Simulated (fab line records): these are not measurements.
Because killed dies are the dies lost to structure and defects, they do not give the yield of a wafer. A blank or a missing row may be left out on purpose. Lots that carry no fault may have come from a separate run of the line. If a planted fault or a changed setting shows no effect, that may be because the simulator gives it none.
The tool behind it: which one? :: flow berkeleyCmos170 :: 7 lots, 21 wafers sampled, at 3 steps of a route of 331

## WHAT THE GAUGES READ, wafer by wafer
UCB170_NSD_TW_MEAS_10.
lot: L726
measured: day 8 16:23
on: filmMetro-01
NSD_TW: 4251 4253 4234

lot: L729
measured: day 9 03:01
on: filmMetro-02
NSD_TW: 4186 4189 4202

lot: L733
measured: day 10 00:26
on: filmMetro-02
NSD_TW: 4180 4169 4189

lot: L736
measured: day 10 00:19
on: filmMetro-01
NSD_TW: 4232 4243 4255

lot: L743
measured: day 11 17:53
on: filmMetro-03
NSD_TW: 4219 4213 4215

lot: L746
measured: day 12 08:19
on: filmMetro-03
NSD_TW: 4205 4220 4205

lot: L748
measured: day 12 20:03
on: filmMetro-01
NSD_TW: 4235 4240 4210

## WHAT TOOL EACH LOT RAN ON (gives the tool, then ch and the chambers of the sampled wafers, and finally the start)
lot: L726
UCB170_ZERO_STRIP_07: plasmaAsher-04 ch 0,1, day 2 06:22
UCB170_PWELL_ETCH_14: rieDiel-03 ch 1,2, day 4 07:35

lot: L729
UCB170_ZERO_STRIP_07: plasmaAsher-04 ch 0,1, day 2 21:02
UCB170_PWELL_ETCH_14: rieDiel-04 ch 1,2, day 4 17:02

lot: L733
UCB170_ZERO_STRIP_07: plasmaAsher-01 ch 0,1, day 3 21:30
UCB170_PWELL_ETCH_14: rieDiel-03 ch 0,1, day 5 15:13

lot: L736
UCB170_ZERO_STRIP_07: plasmaAsher-02 ch 0,1, day 4 03:28
UCB170_PWELL_ETCH_14: rieDiel-01 ch 0,1,3, day 5 14:47

lot: L743
UCB170_ZERO_STRIP_07: plasmaAsher-01 ch 0,1, day 5 18:11
UCB170_PWELL_ETCH_14: rieDiel-03 ch 0,2,3, day 7 02:57

lot: L746
UCB170_ZERO_STRIP_07: plasmaAsher-04 ch 0,1, day 6 02:46
UCB170_PWELL_ETCH_14: rieDiel-03 ch 1,3, day 7 16:31

lot: L748
UCB170_ZERO_STRIP_07: plasmaAsher-02 ch 0,1, day 6 17:02
UCB170_PWELL_ETCH_14: rieDiel-03 ch 0,1,3, day 8 03:05
- UCB170_ZERO_STRIP_07: strips in O2.
- UCB170_PWELL_ETCH_14: etches Si3N4 in CH3F/Ar/O2, stops on SiO2, target depth 242 nm, time 151 s.

## THE ANSWER, worked out from the rows above alone
Rule: the usual values come from the lots themselves. The widest of any qualifying gaps counts: lots, ordered by their means at a reading, are off when they make up no more than a third of the lots, leave a main group of 4 or more, and stand apart from it by 3 or more times the standard deviation of that group's means. A main group is skipped when, at the precision printed for the reading in the tables above, its means are all equal. Also off: a lot with no number at a reading for which 4 or more lots have one. Any other lot the step has rows for is counted as sound.
No lot is off at any reading shown: from this, nothing can be told.

## WHAT THE SIMULATOR HAD INSERTED
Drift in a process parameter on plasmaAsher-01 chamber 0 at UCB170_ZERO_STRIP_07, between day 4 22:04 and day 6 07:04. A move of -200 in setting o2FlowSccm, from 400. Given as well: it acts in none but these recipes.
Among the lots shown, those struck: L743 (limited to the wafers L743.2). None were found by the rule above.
